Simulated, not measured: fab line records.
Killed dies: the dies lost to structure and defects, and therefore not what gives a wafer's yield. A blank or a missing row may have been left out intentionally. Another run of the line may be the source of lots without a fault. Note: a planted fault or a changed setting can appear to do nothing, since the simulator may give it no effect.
One fault seen from 2 desks + flow berkeleyCmos170 + numbers are kept per desk, each desk with only its own; the story behind them comes last

## THE METROLOGY DESK
Means of the sampled wafers that have a number, per lot and without regard to the tool the lot ran on: this is what the gauges read. A lot is out of limits, marked OUT, if its mean lies more than 4 standard deviations from the usual mean; the brackets give that distance.
Columns: A = ACTIVE_OVL at UCB170_ACTIVE_OVL_MEAS_14, usual -2 nm; B = cdNm at UCB170_ACTIVE_CD_MEAS_90, usual 1199.9 nm; C = PFIELD_OVL at UCB170_PFIELD_OVL_MEAS_06, usual 2 nm
| lot  | first seen here | A  | B      | C  |
|------|-----------------|----|--------|----|
| L824 | day 5 10:06     | -2 | 1199.4 | -4 |
| L826 | day 6 14:31     | -9 | 1198.4 | 2  |
| L832 | day 7 06:10     | 6  | 1200.1 | 6  |
| L834 | day 7 17:23     | -6 | 1202.2 | 2  |
| L842 | day 9 11:37     | -3 | 1198.7 | 3  |
| L843 | day 9 11:37     | -3 | 1200.6 | 6  |
This desk's finding: nothing out of limits on any of the 6 lots.

## DESK OF THE TOOL OWNER: implanter-01
The tool's own readings at UCB170_PFIELD_IMPLANT_07, given as means over the sampled wafers that have a number, one for each lot that went through this tool. A lot is out of limits, marked OUT, if its mean lies more than 4 standard deviations from the usual mean; the brackets give that distance.
Columns: A = beamEnergyKeV at UCB170_PFIELD_IMPLANT_07, usual 80.001
| lot  | first seen here | A                        |
|------|-----------------|--------------------------|
| L824 | day 5 12:32     | 80.016                   |
| L832 | day 7 08:37     | 74.854 (-99 or more) OUT |
| L834 | day 7 19:34     | 74.826 (-99 or more) OUT |
This desk finds L832, L834 out of limits, L832 being first, at day 7 08:37 (beamEnergyKeV at UCB170_PFIELD_IMPLANT_07). L824 stayed within limits.

## PUT TOGETHER
At day 7 08:37, on L832, L834, the tool owner's desk was in a position to raise an alarm.
At the metrology desk, nothing out of limits was observed.
The metrology desk has L832, L834 on record, within its limits.
The lots listed all ran UCB170_PFIELD_IMPLANT_07 on implanter-01.

## WHAT THE SIMULATOR HAD PUT IN
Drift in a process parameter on implanter-01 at UCB170_PFIELD_IMPLANT_07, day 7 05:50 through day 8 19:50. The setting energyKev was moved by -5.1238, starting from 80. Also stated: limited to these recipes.
Struck lots among those shown: L832, L834.
Each desk's first reading out of limits, in hours after the fault started: the tool owner's desk, 3.
